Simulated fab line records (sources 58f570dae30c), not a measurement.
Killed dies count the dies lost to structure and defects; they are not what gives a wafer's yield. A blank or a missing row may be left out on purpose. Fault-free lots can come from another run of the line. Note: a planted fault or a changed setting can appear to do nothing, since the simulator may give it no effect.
Which of the tools did it? + flow berkeley-cmos170 + 14 lots, 42 wafers sampled, at 5 steps of a route of 331

WHAT THE GAUGES READ, wafer by wafer
UCB170_V1_THK_MEAS_01. Usual: for V1_TEOS_THK the level is 1993 nm and the standard deviation is 23.
| lot  | measured     | on            | V1_TEOS_THK (nm) | flag |
|------|--------------|---------------|------------------|------|
| L451 | day 7 16:36  | film-metro-03 | 1976 2004 2016   |      |
| L454 | day 7 16:36  | film-metro-02 | 1974 1965 2016   |      |
| L453 | day 7 16:46  | film-metro-04 | 1999 2046 2067   |      |
| L452 | day 7 16:45  | film-metro-03 | 1960 1984 1998   |      |
| L456 | day 8 18:41  | film-metro-02 | 1971 1958 2022   |      |
| L459 | day 9 09:41  | film-metro-04 | 1980 1993 2011   |      |
| L457 | day 9 12:34  | film-metro-03 | 1972 1969 2004   |      |
| L460 | day 9 12:35  | film-metro-02 | 1718 1693 1716   | OFF  |
| L463 | day 9 19:21  | film-metro-03 | 1727 1731 1712   | OFF  |
| L469 | day 11 02:22 | film-metro-02 | 1995 1991 1999   |      |
| L468 | day 11 02:22 | film-metro-03 | 2001 1987 2038   |      |
| L471 | day 11 05:50 | film-metro-02 | 1944 1941 1983   |      |
| L470 | day 11 05:50 | film-metro-04 | 1992 2028 2018   |      |
| L473 | day 12 15:49 | film-metro-04 | 1984 2007 1978   |      |

UCB170_V2_CD_MEAS_12 targets a cd of 700 nm. Usual: cd-nm reads 699.8 nm (standard deviation 1.2).
| lot  | measured     | on        | cd-nm (nm)        | flag |
|------|--------------|-----------|-------------------|------|
| L451 | day 8 00:13  | cd-sem-02 | 699.8 700.7 700.2 |      |
| L454 | day 8 01:03  | cd-sem-02 | 700.8 700.2 700.2 |      |
| L453 | day 8 01:53  | cd-sem-02 | 698.9 698.8 699.2 |      |
| L452 | day 8 02:35  | cd-sem-02 | 697.9 697.1 697.6 |      |
| L456 | day 9 02:56  | cd-sem-02 | 699.6 698.5 698.2 |      |
| L459 | day 9 17:14  | cd-sem-01 | 700.5 699.9 700.0 |      |
| L457 | day 9 20:53  | cd-sem-01 | 700.8 701.7 701.4 |      |
| L460 | day 9 21:13  | cd-sem-02 | 701.1 700.2 700.2 |      |
| L463 | day 10 04:44 | cd-sem-01 | 698.5 699.5 699.8 |      |
| L469 | day 11 09:12 | cd-sem-02 | 700.1 699.9 699.0 |      |
| L468 | day 11 09:31 | cd-sem-01 | 698.9 698.4 699.1 |      |
| L471 | day 11 17:53 | cd-sem-01 | 700.6 700.7 701.2 |      |
| L470 | day 11 14:01 | cd-sem-02 | 699.0 700.2 699.1 |      |
| L473 | day 13 01:16 | cd-sem-02 | 700.5 700.3 699.7 |      |

WHAT TOOL EACH LOT RAN ON (gives the tool, then ch and the chambers of the sampled wafers, and finally the start)
| lot  | UCB170_CONTACT_RTA_08            | UCB170_V1_CVD_00               | UCB170_V1_STRIP_15                   |
|------|----------------------------------|--------------------------------|--------------------------------------|
| L451 | rtp-anneal-02 ch 0, day 7 08:59  | pecvd-04 ch 0,1, day 7 16:26   | plasma-asher-01 ch 0,1, day 7 18:40  |
| L454 | rtp-anneal-02 ch 0, day 7 09:39  | pecvd-03 ch 0,1,2, day 7 16:26 | plasma-asher-02 ch 0,1, day 7 18:51  |
| L453 | rtp-anneal-01 ch 0, day 7 10:46  | pecvd-04 ch 0,1, day 7 16:36   | plasma-asher-01 ch 0,1, day 7 19:13  |
| L452 | rtp-anneal-02 ch 0, day 7 10:56  | pecvd-03 ch 0,1, day 7 16:36   | plasma-asher-02 ch 0,1, day 7 19:27  |
| L456 | rtp-anneal-02 ch 0, day 8 06:45  | pecvd-03 ch 0,1,2, day 8 18:32 | plasma-asher-02 ch 0,1, day 8 22:13  |
| L459 | rtp-anneal-02 ch 0, day 9 02:49  | pecvd-04 ch 1,2, day 9 09:32   | plasma-asher-02 ch 0,1, day 9 12:02  |
| L457 | rtp-anneal-01 ch 0, day 9 04:20  | pecvd-02 ch 0,1,2, day 9 12:24 | plasma-asher-02 ch 0,1, day 9 14:27  |
| L460 | rtp-anneal-02 ch 0, day 9 04:20  | pecvd-03 ch 0,1, day 9 12:24   | plasma-asher-01 ch 0,1, day 9 14:45  |
| L463 | rtp-anneal-01 ch 0, day 9 12:00  | pecvd-03 ch 0,1,2, day 9 19:14 | plasma-asher-03 ch 0,1, day 9 22:32  |
| L469 | rtp-anneal-01 ch 0, day 10 17:33 | pecvd-02 ch 1,2, day 11 02:12  | plasma-asher-02 ch 1, day 11 04:14   |
| L468 | rtp-anneal-01 ch 0, day 10 17:55 | pecvd-04 ch 0,2, day 11 02:12  | plasma-asher-01 ch 0,1, day 11 04:29 |
| L471 | rtp-anneal-02 ch 0, day 10 21:40 | pecvd-02 ch 1,2, day 11 05:40  | plasma-asher-01 ch 0,1, day 11 08:32 |
| L470 | rtp-anneal-01 ch 0, day 10 21:56 | pecvd-04 ch 1,2, day 11 05:40  | plasma-asher-02 ch 0,1, day 11 08:25 |
| L473 | rtp-anneal-02 ch 0, day 12 06:40 | pecvd-03 ch 0,1, day 12 15:38  | plasma-asher-03 ch 0,1, day 12 19:23 |
- UCB170_CONTACT_RTA_08: time 10 s.
- UCB170_V1_CVD_00: deposits SiO2 from TEOS/O2, target thk 2000 nm, time 250 s.
- UCB170_V1_STRIP_15: strips in O2.

WHAT THE TOOLS THEMSELVES READ (means of the sampled wafers that have a number; where no wafer has one, the mark that the record gives instead)
UCB170_CONTACT_RTA_08. Usual: lamp-power-pct 23.4 %, standard deviation 0.87; wafer_temp_C_max 905.4, standard deviation 1.1.
| lot  | tool          | lamp-power-pct (%) | wafer_temp_C_max | flag |
|------|---------------|--------------------|------------------|------|
| L451 | rtp-anneal-02 | 22.6               | 904.9            |      |
| L454 | rtp-anneal-02 | 22.6               | 904.7            |      |
| L453 | rtp-anneal-01 | 24.4               | 905.2            |      |
| L452 | rtp-anneal-02 | 22.6               | 905.3            |      |
| L456 | rtp-anneal-02 | 22.6               | 904.5            |      |
| L459 | rtp-anneal-02 | 22.6               | 905.7            |      |
| L457 | rtp-anneal-01 | 24.3               | 905.6            |      |
| L460 | rtp-anneal-02 | 22.6               | 905.8            |      |
| L463 | rtp-anneal-01 | 24.4               | 906.9            |      |
| L469 | rtp-anneal-01 | 24.4               | 905.9            |      |
| L468 | rtp-anneal-01 | 24.3               | 906.0            |      |
| L471 | rtp-anneal-02 | 22.6               | 905.6            |      |
| L470 | rtp-anneal-01 | 24.3               | 905.8            |      |
| L473 | rtp-anneal-02 | 22.6               | 904.8            |      |

UCB170_V1_CVD_00. Usual: heater-power-w 262 W, standard deviation 47; rf-fwd-power-W 548.4 W, standard deviation 1.5.
| lot  | tool     | heater-power-w (W) | rf-fwd-power-W (W) | flag |
|------|----------|--------------------|--------------------|------|
| L451 | pecvd-04 | 258                | 548.8              |      |
| L454 | pecvd-03 | 311                | 548.7              |      |
| L453 | pecvd-04 | 282                | 549.3              |      |
| L452 | pecvd-03 | 256                | 548.6              |      |
| L456 | pecvd-03 | 236                | 550.8              |      |
| L459 | pecvd-04 | 278                | 548.5              |      |
| L457 | pecvd-02 | 227                | 549.6              |      |
| L460 | pecvd-03 | 319                | 328.2              | OFF  |
| L463 | pecvd-03 | 290                | 329.5              | OFF  |
| L469 | pecvd-02 | 279                | 547.2              |      |
| L468 | pecvd-04 | 289                | 547.6              |      |
| L471 | pecvd-02 | 281                | 549.7              |      |
| L470 | pecvd-04 | 277                | 549.4              |      |
| L473 | pecvd-03 | 247                | 549.3              |      |

UCB170_V1_STRIP_15. Usual: drypump-motor-current-A 5.7 A, standard deviation 0.41; oes-product-au 0.722 a.u., standard deviation 0.0052; strip-time-to-endpoint-s 15.36 s, standard deviation 0.11.
| lot  | tool            | drypump-motor-current-A (A) | oes-product-au (a.u.) | strip-time-to-endpoint-s (s) | flag |
|------|-----------------|-----------------------------|-----------------------|------------------------------|------|
| L451 | plasma-asher-01 | 6.0                         | 0.722                 | 15.47                        |      |
| L454 | plasma-asher-02 | 5.6                         | 0.720                 | 15.22                        |      |
| L453 | plasma-asher-01 | 6.0                         | 0.724                 | 15.38                        |      |
| L452 | plasma-asher-02 | 5.4                         | 0.724                 | 15.41                        |      |
| L456 | plasma-asher-02 | 5.4                         | 0.722                 | 15.39                        |      |
| L459 | plasma-asher-02 | 5.4                         | 0.719                 | 15.40                        |      |
| L457 | plasma-asher-02 | 5.4                         | 0.723                 | 15.26                        |      |
| L460 | plasma-asher-01 | 6.2                         | 0.719                 | 15.41                        |      |
| L463 | plasma-asher-03 | 5.5                         | 0.723                 | 15.16                        |      |
| L469 | plasma-asher-02 | 5.8                         | 0.720                 | 15.27                        |      |
| L468 | plasma-asher-01 | 6.0                         | 0.718                 | 15.57                        |      |
| L471 | plasma-asher-01 | 6.2                         | 0.718                 | 15.50                        |      |
| L470 | plasma-asher-02 | 5.6                         | 0.725                 | 15.43                        |      |
| L473 | plasma-asher-03 | 5.5                         | 0.724                 | 15.36                        |      |

THE ANSWER, worked out from the rows above alone
Rule: lot off if the mean of its wafers having a number is beyond 3 standard deviations from the usual mean. A lot without any number at a reading at which 4 lots or more have one is off too. Any other lot the step has rows for is counted as sound. Order of review: gauges by route order, followed by the tools' own readings, for which a lot's mean as printed above is used. The first step at which some lot is off is used, and at that step the reading that is off furthest; a lot without a number counts as furthest.
Off: L460, L463, seen at UCB170_V1_THK_MEAS_01 (V1_TEOS_THK).
If a tool, at a process step before that reading, ran all the lots that are off and no sound lot after the first of them, it fits. The gauges at UCB170_V1_THK_MEAS_01 aren't tried: what is off there is off at UCB170_V1_CVD_00 too, on other tools, and a gauge's error can't cause that. No candidate that was tried fits.

WHAT WAS PUT IN BY THE SIMULATOR
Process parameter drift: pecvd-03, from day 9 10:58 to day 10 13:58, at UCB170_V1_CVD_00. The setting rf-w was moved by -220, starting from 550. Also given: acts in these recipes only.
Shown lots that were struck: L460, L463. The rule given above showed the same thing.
